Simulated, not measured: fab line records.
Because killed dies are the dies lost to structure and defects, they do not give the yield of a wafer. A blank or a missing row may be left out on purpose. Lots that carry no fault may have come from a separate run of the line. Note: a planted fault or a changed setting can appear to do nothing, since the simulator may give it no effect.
fab line records | flow rit-cmos | part 1 of 2: steps 1 to 24 of 34
record lots=5 wafers=15 last-day=7
route steps=202 shown ACTIVE@11 FOX1@20 FOX2@23 NWELL@28 PWELL@39
lots that met no fault: from a run of the same line without faults
start-h: hours from the record's opening day to when the first of the lot's shown wafers began | wait-h: time in hours since the lot's previous step | " the same as in the row above | L1.1+2: a row that stands for several wafers | - no value, or no start given | * or withheld: withheld | < > ~ a bound
route shown NAME@n: names a module that has steps shown in the file, with the first one's number in the route | usual: the fault-free wafers' mean and standard deviation | same: alike in all rows | chamber/n: place in a boat | sites: the reading at each site | _std_site: how widely they spread, as a standard deviation | _edge_site: inner sites' mean taken away from outer sites' mean | radius-mm: for every site, how far away it sits from the centre of the wafer | mask NAME#n: copy n | behind: the last tool/chamber to shape the wafer | hold: cause of the lot's hold/its duration in hours/its outcome | device: transistor that didn't switch, given as n, p or np | end of line: the same wafers' tests at the end of the route | where a step has no rows: the recipe by itself | killed: dies that structure and defects cost at the first sort, which is not the same as the wafer's yield | map: dies across one wafer; x = killed, . = not, _ = none there
set.NAME: setting as actually run; set.NAME@STEP: the setting as run at that earlier step | model.NAME: the simulator's own value behind a step, which no gauge read
lots at some steps of the route; a table a step, a row a wafer
services: a tool's chamber out of use, with start hour (start-h, from the record's first day; less than 0 if before it), hours out, and reason
## steps
# step RIT_ACTIVE_DEVELOP_10
# recipe resist=NOVOLAK develop-time-s=50 dev-temp-c=24.11
# usual chill-plate-temp-C=23.02/0.11
# columns lot.wafer tool chamber start-h wait-h chill-plate-temp-C
L076.1 litho-track-01 0 - - 22.99
L076.4 " 0 " " 23.00
L076.5 " 0 " " 23.02
L077.1 litho-track-01 0 - - 23.21
L077.4 " 0 " " 22.97
L077.6 " 0 " " 23.09
L088.3 litho-track-04 0 - - 22.99
L088.4 " 0 " " 23.03
L088.5 " 0 " " 23.07
L090.3 litho-track-02 0 - - 23.04
L090.5 " 0 " " 23.14
L090.6 " 0 " " 23.31
L096.1 litho-track-02 0 - - 23.08
L096.3 " 0 " " 22.90
L096.5 " 0 " " 22.75
# step RIT_ACTIVE_CD_MEAS_11
# recipe target-cd-nm=1400
# usual cd-nm=1400.4/1.9
# columns lot.wafer tool chamber start-h wait-h cd-nm
L076.1 cd-sem-01 - 28.85 - 1400.2
L076.4 " - " " 1399.5
L076.5 " - " " 1400.7
L077.1 cd-sem-01 - 31.00 - 1398.0
L077.4 " - " " 1398.1
L077.6 " - " " 1396.5
L088.3 cd-sem-01 - 85.93 - 1399.1
L088.4 " - " " 1397.5
L088.5 " - " " 1399.9
L090.3 cd-sem-02 - 94.68 - 1396.7
L090.5 " - " " 1400.8
L090.6 " - " " 1399.6
L096.1 cd-sem-02 - 126.65 - 1403.6
L096.3 " - " " 1402.0
L096.5 " - " " 1400.2
# step RIT_ACTIVE_HARDBAKE_12
# recipe resist=NOVOLAK temp-c=140 time-s=60
# usual chill-plate-temp-C=23.01/0.11 heater-power-total-W=62.54/0.043
# columns lot.wafer tool chamber start-h wait-h chill-plate-temp-C heater-power-total-W
L076.1 litho-track-04 0 28.97 0.1 22.97 62.62
L076.4 " 0 " " 22.98 62.59
L076.5 " 0 " " 23.03 62.62
L077.1 litho-track-04 0 31.12 0.1 22.97 62.48
L077.4 " 0 " " 23.02 62.60
L077.6 " 0 " " 23.04 62.50
L088.3 litho-track-02 0 86.06 0.1 23.01 62.61
L088.4 " 0 " " 23.02 62.59
L088.5 " 0 " " 22.97 62.51
L090.3 litho-track-01 0 94.81 0.1 23.00 62.55
L090.5 " 0 " " 22.94 62.55
L090.6 " 0 " " 22.85 62.58
L096.1 litho-track-02 0 126.77 0.1 23.14 62.53
L096.3 " 0 " " 23.12 62.49
L096.5 " 0 " " 22.97 62.49
# step RIT_ACTIVE_ETCH_13
# recipe stop-on=SiO2 chemistry=SF6 target=Si3N4 time-s=210 over-etch-frac=0.4 SF6_flow_sccm=200 pressure-mtorr=260 rf-w=125 target-depth-a=2100
# usual drypump-motor-current-A=5.60/0.3 oes-product-au=0.817/0.014 throttle-valve-pct=7.47/0.12
# columns lot.wafer tool chamber start-h wait-h drypump-motor-current-A oes-product-au rf-hours-counter-h throttle-valve-pct
L076.1 rie-diel-04 2 29.12 0.1 5.70 0.790 6 7.49
L076.4 " 0 " " 5.52 0.818 149 7.55
L076.5 " 0 " " 5.51 0.811 - 7.56
L077.1 rie-diel-03 2 31.27 0.1 5.62 0.830 149 7.29
L077.4 " 1 " " 5.32 0.819 5 7.57
L077.6 " 2 " " 5.63 0.835 - 7.29
L088.3 rie-diel-02 3 86.16 0.1 6.08 0.844 27 7.55
L088.4 " 0 " " 6.53 0.822 128 7.44
L088.5 " 0 " " 6.54 0.817 - 7.45
L090.3 rie-diel-04 0 94.91 0.1 5.51 0.798 151 7.55
L090.5 " 0 " " 5.54 0.815 - 7.56
L090.6 " 1 " " 5.19 0.806 - 7.27
L096.1 rie-diel-04 1 126.92 0.1 5.19 0.826 41 7.26
L096.3 " 0 " " 5.50 0.820 151 7.55
L096.5 " 1 " " 5.20 0.825 - 7.26
# step RIT_ACTIVE_STRIP_14
# recipe chemistry=O2 time-s=180 resist=NOVOLAK platen-temp-c=withheld power-w=500 pressure-mtorr=4000 o2-flow-sccm=4000
# usual drypump-motor-current-A=5.92/0.3
# columns lot.wafer tool chamber start-h wait-h drypump-motor-current-A rf-hours-counter-h
L076.1 plasma-asher-03 1 29.25 0.1 6.11 36
L076.4 " 0 " " 5.90 -
L076.5 " 1 " " 6.07 -
L077.1 plasma-asher-04 1 31.41 0.1 5.35 23
L077.4 " 0 " " 5.78 -
L077.6 " 0 " " 5.78 -
L088.3 plasma-asher-03 0 86.35 0.1 5.90 -
L088.4 " 1 " " 6.13 -
L088.5 " 1 " " 6.13 -
L090.3 plasma-asher-04 1 95.10 0.1 5.38 -
L090.5 " 0 " " 5.79 -
L090.6 " 1 " " 5.37 -
L096.1 plasma-asher-03 0 127.05 0.1 5.90 49
L096.3 " 1 " " 6.13 -
L096.5 " 0 " " 5.90 -
# step RIT_ACTIVE_CD_MEAS_90
# recipe target-cd-nm=1400
# usual cd-nm=1400.3/1.9
# columns lot.wafer tool chamber start-h wait-h cd-nm
L076.1 cd-sem-01 - 29.42 0.1 1399.8
L076.4 " - " " 1399.1
L076.5 " - " " 1400.5
L077.1 cd-sem-02 - 31.58 0.1 1397.6
L077.4 " - " " 1397.7
L077.6 " - " " 1396.0
L088.3 cd-sem-02 - 86.51 0.1 1398.9
L088.4 " - " " 1397.9
L088.5 " - " " 1399.4
L090.3 cd-sem-01 - 95.26 0.1 1397.2
L090.5 " - " " 1400.6
L090.6 " - " " 1399.5
L096.1 cd-sem-02 - 127.23 0.1 1403.4
L096.3 " - " " 1401.4
L096.5 " - " " 1400.4
# step RIT_ACTIVE_CLEAN_15
# recipe chemistry=SC1 mix=3:3:50 time-s=600 temp-c=75
# usual bath-heat-duty-pct=14.8/1.5 temp-c=74.99/0.11
# columns lot.wafer tool chamber start-h wait-h bath-heat-duty-pct temp-c
L076.1 wet-bench-02 2 29.54 0.1 13.4 74.99
L076.4 " 2 " " 12.0 74.99
L076.5 " 2 " " 12.5 74.78
L077.1 wet-bench-03 2 31.70 0.1 13.0 74.97
L077.4 " 2 " " 14.4 74.66
L077.6 " 2 " " 14.2 74.93
L088.3 wet-bench-03 0 86.59 0.1 16.4 74.89
L088.4 " 0 " " 15.0 74.79
L088.5 " 0 " " 16.4 74.98
L090.3 wet-bench-02 2 95.34 0.1 14.7 75.14
L090.5 " 2 " " 14.7 75.02
L090.6 " 2 " " 13.7 74.96
L096.1 wet-bench-03 0 127.35 0.1 16.1 75.04
L096.3 " 0 " " 15.8 74.87
L096.5 " 0 " " 14.6 75.06
# step RIT_ACTIVE_CLEAN_16
# recipe chemistry=dHF dilution=50:1 time-s=30
# columns lot.wafer tool chamber start-h wait-h
L076.1+4+5 wet-bench-02 3 29.73 0.0
L077.1+4+6 wet-bench-03 1 31.88 0.0
L088.3+4+5 wet-bench-03 0 86.76 0.0
L090.3+5+6 wet-bench-01 2 95.53 0.0
L096.1+3+5 wet-bench-01 3 127.54 0.0
# step RIT_ACTIVE_CLEAN_17
# recipe chemistry=SC2 mix=3:3:50 time-s=600 temp-c=75 dry=n2-spin
# usual bath-heat-duty-pct=15.2/1.4 temp-c=75.00/0.12
# columns lot.wafer tool chamber start-h wait-h bath-heat-duty-pct temp-c
L076.1 wet-bench-02 0 29.75 0.0 14.3 75.06
L076.4 " 0 " " 14.7 75.00
L076.5 " 0 " " 13.4 75.07
L077.1 wet-bench-03 2 31.89 0.0 12.9 75.15
L077.4 " 2 " " 13.7 75.22
L077.6 " 2 " " 13.8 75.30
L088.3 wet-bench-03 1 86.78 0.0 16.1 74.98
L088.4 " 1 " " 15.2 74.93
L088.5 " 1 " " 15.2 75.11
L090.3 wet-bench-03 2 95.55 0.0 14.2 74.94
L090.5 " 2 " " 13.5 75.02
L090.6 " 2 " " 13.6 75.08
L096.1 wet-bench-03 1 127.56 0.0 14.1 74.93
L096.3 " 1 " " 15.9 75.08
L096.5 " 1 " " 16.6 74.89
# step RIT_FOX1_OXIDATION_00
# recipe temp-c=1100 ambient=H2O target-thk-a=3507 p-h2o-torr=720 ox-time-s=1130
# usual ox-temp-c=1100.0/0.44 zone-power-load-pct=39/3.8
# same ox-time-s=1130
# columns lot.wafer tool chamber start-h wait-h ox-temp-c zone-power-load-pct
L076.1 furnace-01 0 30.07 0.1 1100.1 44
L076.4 " 0 " " 1100.0 43
L076.5 " 0 " " 1100.5 44
L077.1 furnace-04 0 33.87 1.8 1100.3 35
L077.4 " 0 " " 1100.8 35
L077.6 " 0 " " 1099.2 35
L088.3 furnace-03 0 87.08 0.1 1100.2 39
L088.4 " 0 " " 1100.1 40
L088.5 " 0 " " 1100.1 40
L090.3 furnace-04 0 97.12 1.4 1100.2 35
L090.5 " 0 " " 1100.0 35
L090.6 " 0 " " 1100.5 35
L096.1 furnace-04 0 127.75 0.0 1099.6 35
L096.3 " 0 " " 1099.8 36
L096.5 " 0 " " 1100.3 35
# step RIT_FOX1_THK_MEAS_01
# recipe reads=SiO2_of_FOX1_OXIDATION_00
# usual FOX1_OXIDE_THK=349/7.6
# columns lot.wafer tool chamber start-h wait-h FOX1_OXIDE_THK[nm]
L076.1 film-metro-01 - 31.39 0.0 345
L076.4 " - " " 343
L076.5 " - " " 340
L077.1 film-metro-02 - 35.18 0.0 352
L077.4 " - " " 350
L077.6 " - " " 351
L088.3 film-metro-01 - 88.42 0.0 357
L088.4 " - " " 346
L088.5 " - " " 356
L090.3 film-metro-04 - 98.45 0.0 343
L090.5 " - " " 337
L090.6 " - " " 339
L096.1 film-metro-02 - 129.06 0.0 342
L096.3 " - " " 338
L096.5 " - " " 345
# step RIT_FOX1_WET_ETCH_02
# recipe chemistry=BOE target-depth-nm=350 time-s=390 temp-c=21.5 dry=n2-spin dilution=10:1 target=SiO2
# usual bath-heat-duty-pct=1.7/0.34 temp-c=21.49/0.12
# columns lot.wafer tool chamber start-h wait-h bath-heat-duty-pct temp-c
L076.1 wet-bench-04 3 31.45 0.1 1.8 21.54
L076.4 " 3 " " 2.3 21.27
L076.5 " 3 " " 1.6 21.45
L077.1 wet-bench-03 1 35.24 0.1 1.7 21.40
L077.4 " 1 " " 1.7 21.48
L077.6 " 1 " " 1.9 21.40
L088.3 wet-bench-04 2 88.46 0.0 2.0 21.36
L088.4 " 2 " " 2.0 21.37
L088.5 " 2 " " 2.3 21.35
L090.3 wet-bench-03 3 98.49 0.0 1.2 21.66
L090.5 " 3 " " 1.9 21.50
L090.6 " 3 " " 1.6 21.60
L096.1 wet-bench-04 0 129.12 0.1 1.8 21.51
L096.3 " 0 " " 1.9 21.50
L096.5 " 0 " " 2.3 21.47
# step RIT_FOX2_OXIDATION_00
# recipe temp-c=1096 ambient=H2O target-thk-a=3507 p-h2o-torr=720 ox-time-s=1130
# usual ox-temp-c=1096.0/0.46 zone-power-load-pct=38/3.8
# same ox-time-s=1130
# columns lot.wafer tool chamber start-h wait-h ox-temp-c zone-power-load-pct
L076.1 furnace-03 0 32.70 1.1 1096.2 40
L076.4 " 0 " " 1096.1 40
L076.5 " 0 " " 1095.9 39
L077.1 furnace-01 0 36.49 1.1 1096.7 43
L077.4 " 0 " " 1096.2 44
L077.6 " 0 " " 1096.1 43
L088.3 furnace-04 0 88.57 0.0 1095.4 35
L088.4 " 0 " " 1096.4 34
L088.5 " 0 " " 1096.0 34
L090.3 furnace-04 0 98.61 0.0 1096.3 35
L090.5 " 0 " " 1095.4 34
L090.6 " 0 " " 1095.0 34
L096.1 furnace-04 0 130.14 0.9 1095.8 35
L096.3 " 0 " " 1096.0 35
L096.5 " 0 " " 1095.8 35
# step RIT_FOX2_THK_MEAS_01
# recipe reads=SiO2_of_FOX2_OXIDATION_00
# usual FOX2_OXIDE_THK=344/6.7
# columns lot.wafer tool chamber start-h wait-h FOX2_OXIDE_THK[nm]
L076.1 film-metro-03 - 34.02 0.0 337
L076.4 " - " " 335
L076.5 " - " " 343
L077.1 film-metro-04 - 37.80 0.0 348
L077.4 " - " " 348
L077.6 " - " " 346
L088.3 film-metro-03 - 89.91 0.0 341
L088.4 " - " " 342
L088.5 " - " " 336
L090.3 film-metro-02 - 99.94 0.0 349
L090.5 " - " " 345
L090.6 " - " " 344
L096.1 film-metro-03 - 131.45 0.0 323
L096.3 " - " " 332
L096.5 " - " " 337
# step RIT_FOX2_CLEAN_02
# recipe chemistry=dHF dilution=50:1 time-s=180
# columns lot.wafer tool chamber start-h wait-h
L076.1+4+5 wet-bench-03 0 34.08 0.1
L077.1+4+6 wet-bench-03 0 37.86 0.1
L088.3+4+5 wet-bench-02 2 89.95 0.0
L090.3+5+6 wet-bench-03 1 99.98 0.0
L096.1+3+5 wet-bench-03 0 131.51 0.1
# step RIT_FOX2_WET_ETCH_03
# recipe chemistry=H3PO4 target=Si3N4 target-depth-nm=195 temp-c=165 time-s=2700
# usual bath-heat-duty-pct=27.2/2.1 temp-c=164.97/0.17
# columns lot.wafer tool chamber start-h wait-h bath-heat-duty-pct temp-c
L076.1 wet-bench-04 2 34.14 0.0 27.2 164.80
L076.4 " 2 " " 26.4 164.77
L076.5 " 2 " " 28.2 164.89
L077.1 wet-bench-04 0 37.92 0.0 31.2 164.77
L077.4 " 0 " " 29.0 164.79
L077.6 " 0 " " 29.0 164.85
L088.3 wet-bench-03 0 90.01 0.0 25.6 164.98
L088.4 " 0 " " 27.7 165.03
L088.5 " 0 " " 30.7 165.24
L090.3 wet-bench-04 0 100.04 0.0 29.3 165.14
L090.5 " 0 " " 28.5 165.12
L090.6 " 0 " " 29.1 165.39
L096.1 wet-bench-04 3 131.57 0.0 28.0 164.89
L096.3 " 3 " " 26.6 164.92
L096.5 " 3 " " 24.0 165.05
# step RIT_FOX2_THK_MEAS_90
# recipe reads=SiO2_of_FOX2_OXIDATION_00
# usual FIELD_OXIDE_LEFT_1_THK=317/6.6
# columns lot.wafer tool chamber start-h wait-h FIELD_OXIDE_LEFT_1_THK[nm]
L076.1 film-metro-03 - 34.96 0.0 310
L076.4 " - " " 308
L076.5 " - " " 316
L077.1 film-metro-04 - 38.75 0.0 321
L077.4 " - " " 320
L077.6 " - " " 319
L088.3 film-metro-02 - 90.79 0.0 314
L088.4 " - " " 316
L088.5 " - " " 309
L090.3 film-metro-03 - 100.82 0.0 321
L090.5 " - " " 318
L090.6 " - " " 317
L096.1 film-metro-04 - 132.47 0.0 296
L096.3 " - " " 305
L096.5 " - " " 310
# step RIT_NWELL_HMDS_00
# recipe prime-time-s=60 prime-temp-c=140
# usual chill-plate-temp-C=23.00/0.11
# columns lot.wafer tool chamber start-h wait-h chill-plate-temp-C
L076.1 litho-track-03 0 35.02 0.1 22.90
L076.4 " 0 " " 22.84
L076.5 " 0 " " 22.78
L077.1 litho-track-02 0 38.81 0.1 22.97
L077.4 " 0 " " 23.00
L077.6 " 0 " " 22.97
L088.3 litho-track-04 0 90.88 0.1 22.94
L088.4 " 0 " " 22.93
L088.5 " 0 " " 22.87
L090.3 litho-track-04 0 100.91 0.1 22.98
L090.5 " 0 " " 22.79
L090.6 " 0 " " 22.94
L096.1 litho-track-04 0 132.53 0.1 22.98
L096.3 " 0 " " 22.91
L096.5 " 0 " " 23.05
# step RIT_NWELL_COAT_01
# recipe resist=NOVOLAK spin-rpm=2000 resist-thk-nm=1300
# usual chill-plate-temp-C=22.98/0.11 spin-speed-rpm=1999.9/1.1
# columns lot.wafer tool chamber start-h wait-h chill-plate-temp-C spin-speed-rpm
L076.1 litho-track-03 0 35.17 0.1 22.91 2000.4
L076.4 " 0 " " 22.92 2001.3
L076.5 " 0 " " 23.07 1999.2
L077.1 litho-track-02 0 38.96 0.1 23.15 1998.9
L077.4 " 0 " " 23.18 1999.2
L077.6 " 0 " " 23.03 2001.0
L088.3 litho-track-04 0 91.03 0.1 22.84 1999.8
L088.4 " 0 " " 22.93 2000.1
L088.5 " 0 " " 23.04 2001.0
L090.3 litho-track-04 0 101.06 0.1 22.73 1999.4
L090.5 " 0 " " 22.93 1999.1
L090.6 " 0 " " 22.97 2002.6
L096.1 litho-track-04 0 132.68 0.1 22.89 1999.6
L096.3 " 0 " " 23.04 2002.0
L096.5 " 0 " " 23.02 2001.0
# step RIT_NWELL_SOFTBAKE_02
# recipe resist=NOVOLAK temp-c=90 time-s=60
# usual chill-plate-temp-C=23.00/0.098 heater-power-total-W=34.56/0.051
# columns lot.wafer tool chamber start-h wait-h chill-plate-temp-C heater-power-total-W
L076.1 litho-track-03 0 35.32 0.1 22.99 34.59
L076.4 " 0 " " 22.86 34.52
L076.5 " 0 " " 23.09 34.64
L077.1 litho-track-02 0 39.11 0.1 22.89 34.57
L077.4 " 0 " " 22.89 34.62
L077.6 " 0 " " 22.97 34.61
L088.3 litho-track-04 0 91.18 0.1 23.00 34.61
L088.4 " 0 " " 23.07 34.61
L088.5 " 0 " " 23.08 34.59
L090.3 litho-track-04 0 101.21 0.1 22.77 34.57
L090.5 " 0 " " 22.81 34.54
L090.6 " 0 " " 22.92 34.54
L096.1 litho-track-04 0 132.83 0.1 22.80 34.50
L096.3 " 0 " " 22.95 34.54
L096.5 " 0 " " 23.02 34.60
# step RIT_NWELL_EXPOSE_03
# recipe mask-id=M2 na=0.57 target-cd-nm=43900 dose-mj=250
# usual stage-vel-mm-s=499.96/0.27
# columns lot.wafer tool chamber start-h wait-h mask stage-vel-mm-s
L076.1 iline-stepper-01 0 35.47 0.1 M2#0 500.06
L076.4 " 0 " " M2#0 499.85
L076.5 " 0 " " M2#0 499.84
L077.1 iline-stepper-02 0 39.38 0.2 M2#0 500.32
L077.4 " 0 " " M2#0 499.86
L077.6 " 0 " " M2#0 499.68
L088.3 iline-stepper-02 0 91.44 0.2 M2#0 499.89
L088.4 " 0 " " M2#0 499.70
L088.5 " 0 " " M2#0 499.92
L090.3 iline-stepper-02 0 101.35 0.1 M2#0 499.79
L090.5 " 0 " " M2#0 499.77
L090.6 " 0 " " M2#0 499.78
L096.1 iline-stepper-02 0 132.98 0.1 M2#0 499.75
L096.3 " 0 " " M2#0 499.52
L096.5 " 0 " " M2#0 500.14
# step RIT_NWELL_PEB_04
# recipe resist=NOVOLAK temp-c=withheld time-s=withheld
# usual chill-plate-temp-C=*
# columns lot.wafer tool chamber start-h wait-h chill-plate-temp-C
L076.1 litho-track-02 0 35.59 0.1 *
L076.4 " 0 " " *
L076.5 " 0 " " *
L077.1 litho-track-04 0 39.50 0.1 *
L077.4 " 0 " " *
L077.6 " 0 " " *
L088.3 litho-track-03 0 91.57 0.1 *
L088.4 " 0 " " *
L088.5 " 0 " " *
L090.3 litho-track-03 0 101.48 0.1 *
L090.5 " 0 " " *
L090.6 " 0 " " *
L096.1 litho-track-04 0 133.10 0.1 *
L096.3 " 0 " " *
L096.5 " 0 " " *
# step RIT_NWELL_DEVELOP_05
# recipe resist=NOVOLAK develop-time-s=68 dev-temp-c=23
# usual chill-plate-temp-C=23.02/0.12
# columns lot.wafer tool chamber start-h wait-h chill-plate-temp-C
L076.1 litho-track-02 0 - - 23.03
L076.4 " 0 " " 22.89
L076.5 " 0 " " 23.12
L077.1 litho-track-04 0 - - 23.06
L077.4 " 0 " " 22.83
L077.6 " 0 " " 23.03
L088.3 litho-track-03 0 - - 23.12
L088.4 " 0 " " 22.99
L088.5 " 0 " " 23.06
L090.3 litho-track-03 0 - - 23.11
L090.5 " 0 " " 23.13
L090.6 " 0 " " 23.05
L096.1 litho-track-04 0 - - 23.12
L096.3 " 0 " " 23.03
L096.5 " 0 " " 23.01
# step RIT_NWELL_OVL_MEAS_06
# usual NWELL_OVL=1.1/1.1
# columns lot.wafer tool chamber start-h wait-h NWELL_OVL[nm]
L076.1 overlay-01 - 35.90 - 1.6
L076.4 " - " " 1.1
L076.5 " - " " 2.0
L077.1 overlay-02 - 39.81 - 2.1
L077.4 " - " " 1.2
L077.6 " - " " 1.1
L088.3 overlay-02 - 91.85 - -0.8
L088.4 " - " " 0.9
L088.5 " - " " -0.1
L090.3 overlay-02 - 101.75 - 1.4
L090.5 " - " " 0.2
L090.6 " - " " 0.0
L096.1 overlay-02 - 133.41 - 3.4
L096.3 " - " " 2.8
L096.5 " - " " 2.1
